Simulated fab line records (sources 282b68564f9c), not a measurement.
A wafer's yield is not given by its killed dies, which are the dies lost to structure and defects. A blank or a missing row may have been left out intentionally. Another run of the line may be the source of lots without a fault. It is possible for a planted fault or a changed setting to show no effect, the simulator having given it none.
A lot that was struck, set against a sound lot ; flow rit cmos ; 15 steps out of a route of 202
Sound: these wafers, L335.1, L335.2, L335.3. Struck: wafers L341.1, L341.2, L341.4. At the end, the cause is stated.
For every step that has rows: the tool of each side, followed by ch and its chambers, followed by its first start. Under that, the readings that differ: sound wafers ; struck wafers ; difference of the means ; sigmas: that difference in standard deviations of wafers without a fault.
alike: words and numbers the same on both sides, and readings whose means are apart by under 2 such deviations; not compared: readings that were withheld, readings missing a value for some wafer, numbers with overlapping values and no deviation given by the record, and bounds like >300 which may hide the same value.
Wherever a step has rows on one side only, a row that says differs or no value, or a row with sigmas, the two part there. Non-overlapping numbers with no deviation appear without sigmas and do not part them. A reading that every wafer of one side lacks parts them only if that side has two wafers or more.

first, 5 steps without rows for these wafers: RIT_M1_COAT_04 (resist thk 1300 nm); RIT_M1_SOFTBAKE_05 (time 60 s); RIT_M1_EXPOSE_06 (exposes mask M12, target cd 2600 nm); RIT_M1_PEB_07; RIT_M1_DEVELOP_08 (develop time 68 s).
RIT_M1_CD_MEAS_09: target cd 2600 nm.
  sound on cd sem-02, day 3 12:46; struck on cd sem-01, day 4 19:41
  alike: cd nm
RIT_M1_OVL_MEAS_10:
  sound on overlay-01, day 3 12:53; struck on overlay-02, day 4 19:49
  alike: M1_OVL
then, 1 step without rows for these wafers: RIT_M1_HARDBAKE_11 (time 120 s).
RIT_M1_METAL_ETCH_12: etches Al in Cl2/BCl3, stops on SiO2, time 165 s, target depth 600 nm.
  sound on rie metal-02 ch 0,1, day 3 13:11; struck on rie metal-02 ch 0,1, day 4 20:06
  alike: drypump motor current A, oes product au, throttle valve pct
  not compared: rf hours counter h
then, 1 step without rows for these wafers: RIT_M1_STRIP_13 (strips in nmp, time 600 s).
RIT_M1_STRIP_14: strips in O2, time 180 s.
  sound on plasma asher-04 ch 0,1, day 3 13:31; struck on plasma asher-04 ch 0,1, day 4 20:27
  alike: drypump motor current A, rf refl power W
  not compared: rf hours counter h
RIT_M1_CD_MEAS_90: target cd 2600 nm.
  sound on cd sem-01, day 3 13:41; struck on cd sem-02, day 4 20:38
  alike: cd nm
RIT_M1_ANNEAL_15: time 1800 s.
  sound on furnace-02 ch 0, day 3 13:49; struck on furnace-02 ch 0, day 4 20:45
reading;sound;struck;difference;sigmas
spike tc centre C (C);455.6 452.1 455.0;394.9 393.6 394.3;-60.0;-63
spike tc load C (C);463.5 463.1 464.1;404.5 401.3 403.1;-60.6;-55
spike tc source C (C);461.7 462.3 460.2;398.3 400.7 399.7;-61.8;-64
tube center temp C (C);449.97 450.02 450.02;390.01 390.01 390.05;-59.98;-99 or more
tube_center_temp_C_max;451.21 451.02 451.11;391.30 391.57 391.37;-59.70;-99 or more
zone power centre pct (%);19.55 19.50 19.45;16.37 16.34 16.85;-2.98;-14
zone power load pct (%);6.31 6.24 6.23;4.89 4.87 4.85;-1.39;-21
zone power source pct (%);6.16 6.26 6.23;4.88 4.85 4.92;-1.33;-23
RIT_M1_BOW_MEAS_16:
  sound on film metro-01, day 3 15:19; struck on film metro-02, day 4 22:15
  alike: M1_BOW
RIT_M1_PROBE_99:
  sound on prober-01, day 3 15:26; struck on prober-01, day 4 22:22
reading;sound;struck;difference;sigmas
model.etest.contact nplus.rc ohm;1.335 1.346 1.357;2.724 2.731 2.629;+1.349;
model.etest.contact pplus.rc ohm;1.318 1.351 1.366;2.662 2.639 2.684;+1.317;
model.etest.contact ppoly.rc ohm;1.39 1.406 1.387;2.759 2.618 2.733;+1.309;
model.etest.contact npoly.rc ohm;1.395 1.371 1.384;2.685 2.752 2.656;+1.314;
model.etest.nmos narrow.off log10 a um;-13.11 -13.22 -13.19;-13.44 -13.44 -13.36;-0.24;
  alike: defect limited yield, killed at front end, killed dies, killed open, killed short, sort_bin_3_pad_short, sort_bin_5_function, sort_bin_6_memory, sort n pass, sort yield pct
  not compared: model.etest.nmos_0p15.junction log10 a um

== WHERE THEY PART ==
Only at RIT_M1_ANNEAL_15, within this record. Later steps at which nothing parts them and some readings are alike: RIT_M1_BOW_MEAS_16, RIT_M1_PROBE_99.

WHY: whatever the simulator had introduced
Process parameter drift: furnace-02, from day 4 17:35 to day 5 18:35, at RIT_M1_ANNEAL_15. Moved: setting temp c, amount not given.
